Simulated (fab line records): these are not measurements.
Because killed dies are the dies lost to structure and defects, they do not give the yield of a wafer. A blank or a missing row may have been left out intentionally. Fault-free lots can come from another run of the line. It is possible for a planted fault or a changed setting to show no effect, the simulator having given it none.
Struck lot and sound lot, side by side    flow berkeley_cmos170    14 out of 331 route steps
Sound: the wafers L588.2, L588.3, L588.6. The struck wafers were L594.1, L594.4, L594.6. Last of all comes the cause.
At each step with rows: each side's tool, then ch and its chambers, then its first start. Under that, the readings that differ: sound wafers    struck wafers    difference of the means    sigmas: that difference in standard deviations of wafers without a fault.
alike: words and numbers the same on both sides, and readings whose means are apart by under 2 such deviations; not compared: readings that were withheld, readings missing a value for some wafer, numbers with overlapping values and no deviation given by the record, and bounds like >300 which may hide the same value.
A row with sigmas, a row that says differs or no value, or rows on one side alone: a step with any of these is where the two part. When numbers do not overlap yet have no deviation, they are printed without sigmas and do not part them. Lack of a reading on every wafer of one side parts them only where that side has two or more wafers.

first, 1 step without rows for these wafers: UCB170_NWELL_OXIDATION_01 (target thk 26.4 nm, ox time 1260 s).
UCB170_NWELL_THK_MEAS_02:
  sound: film_metro-04 at day 2 11:21; struck: film_metro-04 at day 3 13:53
  alike: NWELL_OXIDE_THK
then, 2 steps without rows for these wafers: UCB170_NWELL_ANNEAL_03 (time 900 s); UCB170_NWELL_CVD_04 (deposits Si3N4 from SiH2Cl2/NH3, target thk 224 nm, time 3360 s).
UCB170_NWELL_THK_MEAS_05:
  sound: film_metro-03 at day 2 20:38; struck: film_metro-03 at day 4 00:23
  alike: NWELL_NITRIDE_THK
then, 6 steps without rows for these wafers: UCB170_NWELL_HMDS_06 (prime time 60 s); UCB170_NWELL_COAT_07 (resist thk 900 nm); UCB170_NWELL_SOFTBAKE_08 (time 60 s); UCB170_NWELL_EXPOSE_09 (exposes mask NWELL, target cd 3000 nm); UCB170_NWELL_PEB_10; UCB170_NWELL_DEVELOP_11 (develop time 45 s).
UCB170_NWELL_OVL_MEAS_12:
  sound: overlay-01 at day 2 23:37; struck: overlay-02 at day 4 01:23
  alike: NWELL_OVL
UCB170_NWELL_ETCH_13: etches Si3N4 in CH3F/Ar/O2, stops on SiO2, target depth 246.4 nm, time 154 s.
  sound on rie_diel-02 ch 0,2, day 2 23:38; struck on rie_diel-01 ch 2,3, day 4 01:25
reading                                 sound              struck             difference  sigmas
oes_product_au (a.u.)                   0.928 0.937 0.937  1.021 0.988 1.021  +0.076      +5
run_length_s (s)                        183.1 182.4 182.4  171.9 172.0 171.6  -10.8       -23
throttle_valve_pct (%)                  7.95 7.88 7.87     8.16 8.13 8.15     +0.25       +2
model.KrF_of_NWELL_COAT_07.thk_nm (nm)  721.7 720.3 720.2  731 728 730.1      +9          
  alike: O2_flow_sccm, drypump_motor_current_A
  not compared: rf_hours_counter_h
after that, 1 step had no rows for these wafers: UCB170_NWELL_IMPLANT_14.

== WHERE THEY PART ==
Within this record, at UCB170_NWELL_ETCH_13 only.

WHY: what had been put in by the simulator
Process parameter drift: rie_diel-01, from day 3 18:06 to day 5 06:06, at UCB170_NWELL_ETCH_13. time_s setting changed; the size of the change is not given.
